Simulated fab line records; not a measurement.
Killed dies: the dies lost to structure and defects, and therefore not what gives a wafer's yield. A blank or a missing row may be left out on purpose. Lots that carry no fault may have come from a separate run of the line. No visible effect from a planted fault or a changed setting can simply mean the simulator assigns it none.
2 desks looking at one fault | flow berkeley cmos170 | what lay behind the numbers comes last; until then each desk has only its own

== METROLOGY DESK ==
What the gauges read, lot by lot, whatever tool the lot ran on: means of the sampled wafers that have a number. A lot is out of limits, marked OUT, if its mean lies more than 4 standard deviations from the usual mean; the brackets give that distance.
Columns: A = NVT_TW at UCB170_NVT_TW_MEAS_09, usual 517
lot  | first seen here | A
L960 | day 6 08:47     | 510
L959 | day 6 09:49     | 528
L961 | day 6 10:31     | 513
L963 | day 6 20:43     | 510
L966 | day 7 16:17     | 524
L972 | day 8 06:14     | 524
L971 | day 8 06:24     | 505
L970 | day 8 06:25     | 556
L969 | day 8 23:31     | 558 (+4.1) OUT
L975 | day 8 23:41     | 506
L974 | day 8 23:58     | 509
L977 | day 9 08:06     | 510
L979 | day 10 01:22    | 528
L981 | day 10 17:58    | 530
This desk's finding: out of limits on L969; first on L969, day 8 23:31 (NVT_TW at UCB170_NVT_TW_MEAS_09). L960, L959, L961, L963, L966, L972, L971, L970, L975, L974, L977, L979, L981: within limits.

== DESK OF THE TOOL OWNER: implanter-04 ==
UCB170_NVT_IMPLANT_07, tool's own readings: per-lot mean of the sampled wafers with a number, covering each lot this tool ran. A lot is out of limits, marked OUT, if its mean lies more than 4 standard deviations from the usual mean; the brackets give that distance.
Columns: A = beam energy keV at UCB170_NVT_IMPLANT_07, usual 49.998
lot  | first seen here | A
L966 | day 7 16:02     | 49.991
L970 | day 8 06:11     | 61.001 (+99 or more) OUT
L969 | day 8 23:17     | 60.987 (+99 or more) OUT
This desk's verdict: out of limits on L969, L970, starting with L970 at day 8 06:11 (beam energy keV at UCB170_NVT_IMPLANT_07). L966: within limits.

== ALL TOGETHER ==
The tool owner's desk could have raised an alarm at day 8 06:11, on L969, L970.
An alarm was possible from the metrology desk at day 8 23:31, on L969.
The metrology desk holds a record of L970, inside its limits.
UCB170_NVT_IMPLANT_07 was run on implanter-04 by each of the lots named.

== WHAT THE SIMULATOR HAD PUT IN ==
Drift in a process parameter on implanter-04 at UCB170_NVT_IMPLANT_07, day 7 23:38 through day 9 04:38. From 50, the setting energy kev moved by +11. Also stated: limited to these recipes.
Struck lots among those shown: L969, L970.
Time in hours from fault onset to the first out-of-limits reading at each desk: tool owner's desk 7, metrology desk 24.
